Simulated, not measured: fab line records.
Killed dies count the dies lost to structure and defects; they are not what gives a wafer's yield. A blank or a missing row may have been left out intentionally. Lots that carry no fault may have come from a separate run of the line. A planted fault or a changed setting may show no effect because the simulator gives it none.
Which tool was responsible? / flow berkeley_cmos170 / Sampling: 14 lots, 42 wafers, 4 of 331 route steps

## WHAT EACH GAUGE READ, for each wafer
UCB170_CONTACT_THK_MEAS_02. Usual: for CONTACT_PSG_THK the level is 699 nm and the standard deviation is 5.8.
lot=L211; measured=day 7 10:32; on=film_metro-02; CONTACT_PSG_THK (nm)=693 691 686; flag=
lot=L214; measured=day 7 10:32; on=film_metro-03; CONTACT_PSG_THK (nm)=697 701 702; flag=
lot=L212; measured=day 7 10:33; on=film_metro-01; CONTACT_PSG_THK (nm)=696 697 694; flag=
lot=L213; measured=day 7 11:35; on=film_metro-02; CONTACT_PSG_THK (nm)=697 695 702; flag=
lot=L216; measured=day 8 09:49; on=film_metro-03; CONTACT_PSG_THK (nm)=705 706 709; flag=
lot=L215; measured=day 8 11:35; on=film_metro-01; CONTACT_PSG_THK (nm)=699 707 701; flag=
lot=L217; measured=day 8 11:35; on=film_metro-03; CONTACT_PSG_THK (nm)=698 700 699; flag=
lot=L219; measured=day 9 06:43; on=film_metro-02; CONTACT_PSG_THK (nm)=696 689 689; flag=
lot=L227; measured=day 10 13:38; on=film_metro-01; CONTACT_PSG_THK (nm)=703 702 704; flag=
lot=L229; measured=day 10 18:43; on=film_metro-02; CONTACT_PSG_THK (nm)=694 699 698; flag=
lot=L228; measured=day 10 18:54; on=film_metro-02; CONTACT_PSG_THK (nm)=704 707 704; flag=
lot=L231; measured=day 11 12:55; on=film_metro-03; CONTACT_PSG_THK (nm)=702 695 695; flag=
lot=L232; measured=day 11 12:55; on=film_metro-02; CONTACT_PSG_THK (nm)=696 694 696; flag=
lot=L233; measured=day 11 14:28; on=film_metro-01; CONTACT_PSG_THK (nm)=694 695 696; flag=

UCB170_M1_RS_MEAS_01: measures by four-point-probe. Usual: for M1_AL_RS the level is 0.0484 ohm/sq and the standard deviation is 0.00047.
lot=L211; measured=day 7 13:08; on=film_metro-04; M1_AL_RS (ohm/sq)=0.0487 0.0482 0.0482; flag=
lot=L214; measured=day 7 13:47; on=film_metro-01; M1_AL_RS (ohm/sq)=0.0489 0.0491 0.0490; flag=
lot=L212; measured=day 7 13:26; on=film_metro-01; M1_AL_RS (ohm/sq)=0.0481 0.0483 0.0484; flag=
lot=L213; measured=day 7 14:24; on=film_metro-01; M1_AL_RS (ohm/sq)=0.0489 0.0490 0.0492; flag=
lot=L216; measured=day 8 12:29; on=film_metro-02; M1_AL_RS (ohm/sq)=0.0484 0.0481 0.0482; flag=
lot=L215; measured=day 8 14:35; on=film_metro-04; M1_AL_RS (ohm/sq)=0.0482 0.0481 0.0480; flag=
lot=L217; measured=day 8 15:12; on=film_metro-02; M1_AL_RS (ohm/sq)=0.0497 0.0499 0.0506; flag=OFF
lot=L219; measured=day 9 10:13; on=film_metro-04; M1_AL_RS (ohm/sq)=0.0498 0.0504 0.0505; flag=OFF
lot=L227; measured=day 10 16:11; on=film_metro-02; M1_AL_RS (ohm/sq)=0.0479 0.0482 0.0489; flag=
lot=L229; measured=day 10 21:52; on=film_metro-01; M1_AL_RS (ohm/sq)=0.0487 0.0483 0.0480; flag=
lot=L228; measured=day 10 22:49; on=film_metro-01; M1_AL_RS (ohm/sq)=0.0491 0.0484 0.0488; flag=
lot=L231; measured=day 11 16:34; on=film_metro-01; M1_AL_RS (ohm/sq)=0.0484 0.0485 0.0481; flag=
lot=L232; measured=day 11 17:17; on=film_metro-01; M1_AL_RS (ohm/sq)=0.0472 0.0474 0.0473; flag=
lot=L233; measured=day 11 18:27; on=film_metro-01; M1_AL_RS (ohm/sq)=0.0477 0.0477 0.0481; flag=

UCB170_M1_THK_MEAS_02: measures by xrf. Usual: for M1_AL_THK the level is 608 nm and the standard deviation is 7.5.
lot=L211; measured=day 7 13:15; on=film_metro-04; M1_AL_THK (nm)=602 605 608; flag=
lot=L214; measured=day 7 13:55; on=film_metro-01; M1_AL_THK (nm)=601 598 600; flag=
lot=L212; measured=day 7 13:32; on=film_metro-01; M1_AL_THK (nm)=606 605 605; flag=
lot=L213; measured=day 7 14:31; on=film_metro-01; M1_AL_THK (nm)=600 599 600; flag=
lot=L216; measured=day 8 12:34; on=film_metro-02; M1_AL_THK (nm)=611 613 612; flag=
lot=L215; measured=day 8 14:42; on=film_metro-04; M1_AL_THK (nm)=607 607 602; flag=
lot=L217; measured=day 8 15:19; on=film_metro-02; M1_AL_THK (nm)=598 593 584; flag=
lot=L219; measured=day 9 10:20; on=film_metro-04; M1_AL_THK (nm)=583 583 580; flag=OFF
lot=L227; measured=day 10 16:17; on=film_metro-02; M1_AL_THK (nm)=618 614 608; flag=
lot=L229; measured=day 10 21:58; on=film_metro-01; M1_AL_THK (nm)=603 606 613; flag=
lot=L228; measured=day 10 22:56; on=film_metro-01; M1_AL_THK (nm)=598 605 599; flag=
lot=L231; measured=day 11 16:40; on=film_metro-01; M1_AL_THK (nm)=609 604 611; flag=
lot=L232; measured=day 11 17:23; on=film_metro-01; M1_AL_THK (nm)=621 625 621; flag=
lot=L233; measured=day 11 18:34; on=film_metro-01; M1_AL_THK (nm)=609 616 606; flag=

## WHAT TOOL EACH LOT RAN ON (gives the tool, then ch and the chambers of the sampled wafers, and finally the start)
lot=L211; UCB170_M1_SPUTTER_00=pvd_sputter-01, day 7 13:04
lot=L214; UCB170_M1_SPUTTER_00=pvd_sputter-02, day 7 13:44
lot=L212; UCB170_M1_SPUTTER_00=pvd_sputter-03, day 7 13:21
lot=L213; UCB170_M1_SPUTTER_00=pvd_sputter-03, day 7 14:19
lot=L216; UCB170_M1_SPUTTER_00=pvd_sputter-02, day 8 12:22
lot=L215; UCB170_M1_SPUTTER_00=pvd_sputter-03, day 8 14:31
lot=L217; UCB170_M1_SPUTTER_00=pvd_sputter-02, day 8 15:07
lot=L219; UCB170_M1_SPUTTER_00=pvd_sputter-02, day 9 10:08
lot=L227; UCB170_M1_SPUTTER_00=pvd_sputter-01, day 10 16:02
lot=L229; UCB170_M1_SPUTTER_00=pvd_sputter-01, day 10 21:45
lot=L228; UCB170_M1_SPUTTER_00=pvd_sputter-03, day 10 22:45
lot=L231; UCB170_M1_SPUTTER_00=pvd_sputter-02, day 11 16:29
lot=L232; UCB170_M1_SPUTTER_00=pvd_sputter-03, day 11 17:08
lot=L233; UCB170_M1_SPUTTER_00=pvd_sputter-01, day 11 18:23
- UCB170_M1_SPUTTER_00: material Al, target thk 600 nm, time 80 s.

## AS READ BY THE TOOLS THEMSELVES (means over the sampled wafers that have a number; for cases with no such wafer, the mark the record gives instead)
UCB170_M1_SPUTTER_00. Usual: cathode_dc_power_W 5999.9 W, standard deviation 1.1; chamber_pressure_pa 0.5001 Pa, standard deviation 0.00089; throttle_valve_pct 29.9 %, standard deviation 1.3.
lot=L211; tool=pvd_sputter-01; cathode_dc_power_W (W)=5998.8; chamber_pressure_pa (Pa)=0.5006; throttle_valve_pct (%)=29.4; flag=
lot=L214; tool=pvd_sputter-02; cathode_dc_power_W (W)=6000.0; chamber_pressure_pa (Pa)=0.5004; throttle_valve_pct (%)=29.3; flag=
lot=L212; tool=pvd_sputter-03; cathode_dc_power_W (W)=6000.0; chamber_pressure_pa (Pa)=0.5006; throttle_valve_pct (%)=29.4; flag=
lot=L213; tool=pvd_sputter-03; cathode_dc_power_W (W)=5999.3; chamber_pressure_pa (Pa)=0.5005; throttle_valve_pct (%)=29.6; flag=
lot=L216; tool=pvd_sputter-02; cathode_dc_power_W (W)=5999.4; chamber_pressure_pa (Pa)=0.4998; throttle_valve_pct (%)=30.7; flag=
lot=L215; tool=pvd_sputter-03; cathode_dc_power_W (W)=5998.8; chamber_pressure_pa (Pa)=0.4999; throttle_valve_pct (%)=29.1; flag=
lot=L217; tool=pvd_sputter-02; cathode_dc_power_W (W)=6000.1; chamber_pressure_pa (Pa)=0.5522; throttle_valve_pct (%)=28.3; flag=OFF
lot=L219; tool=pvd_sputter-02; cathode_dc_power_W (W)=6000.5; chamber_pressure_pa (Pa)=0.5525; throttle_valve_pct (%)=28.5; flag=OFF
lot=L227; tool=pvd_sputter-01; cathode_dc_power_W (W)=5998.3; chamber_pressure_pa (Pa)=0.5014; throttle_valve_pct (%)=30.4; flag=
lot=L229; tool=pvd_sputter-01; cathode_dc_power_W (W)=6000.2; chamber_pressure_pa (Pa)=0.4997; throttle_valve_pct (%)=30.5; flag=
lot=L228; tool=pvd_sputter-03; cathode_dc_power_W (W)=5999.6; chamber_pressure_pa (Pa)=0.5002; throttle_valve_pct (%)=28.7; flag=
lot=L231; tool=pvd_sputter-02; cathode_dc_power_W (W)=5998.8; chamber_pressure_pa (Pa)=0.4998; throttle_valve_pct (%)=30.2; flag=
lot=L232; tool=pvd_sputter-03; cathode_dc_power_W (W)=6000.1; chamber_pressure_pa (Pa)=0.5006; throttle_valve_pct (%)=29.9; flag=
lot=L233; tool=pvd_sputter-01; cathode_dc_power_W (W)=5999.8; chamber_pressure_pa (Pa)=0.4999; throttle_valve_pct (%)=30.2; flag=

## THE ANSWER, worked out from the rows above alone
Rule: a lot counts as off when the mean over its wafers that have a number is more than 3 standard deviations away from the usual mean. Also off: a lot with no number at a reading for which 4 or more lots have one. The other lots that the step has rows for count as sound. After the gauges, taken in route order, come the tools' own readings; for these a lot's mean is taken, as printed above. The first step at which some lot is off is used, and at that step the reading that is off furthest; a lot without a number counts as furthest.
Off: at UCB170_M1_RS_MEAS_01 (M1_AL_RS), L217, L219.
A tool fits if, at a process step before that reading, it ran every lot that is off, and no sound lot after the first of them. Not tried: the gauges at UCB170_M1_RS_MEAS_01; whatever is off there is also off at UCB170_M1_SPUTTER_00, on other tools, and gauge error can't account for it. Not one of the candidates tried fits.

## WHAT WAS PUT IN BY THE SIMULATOR
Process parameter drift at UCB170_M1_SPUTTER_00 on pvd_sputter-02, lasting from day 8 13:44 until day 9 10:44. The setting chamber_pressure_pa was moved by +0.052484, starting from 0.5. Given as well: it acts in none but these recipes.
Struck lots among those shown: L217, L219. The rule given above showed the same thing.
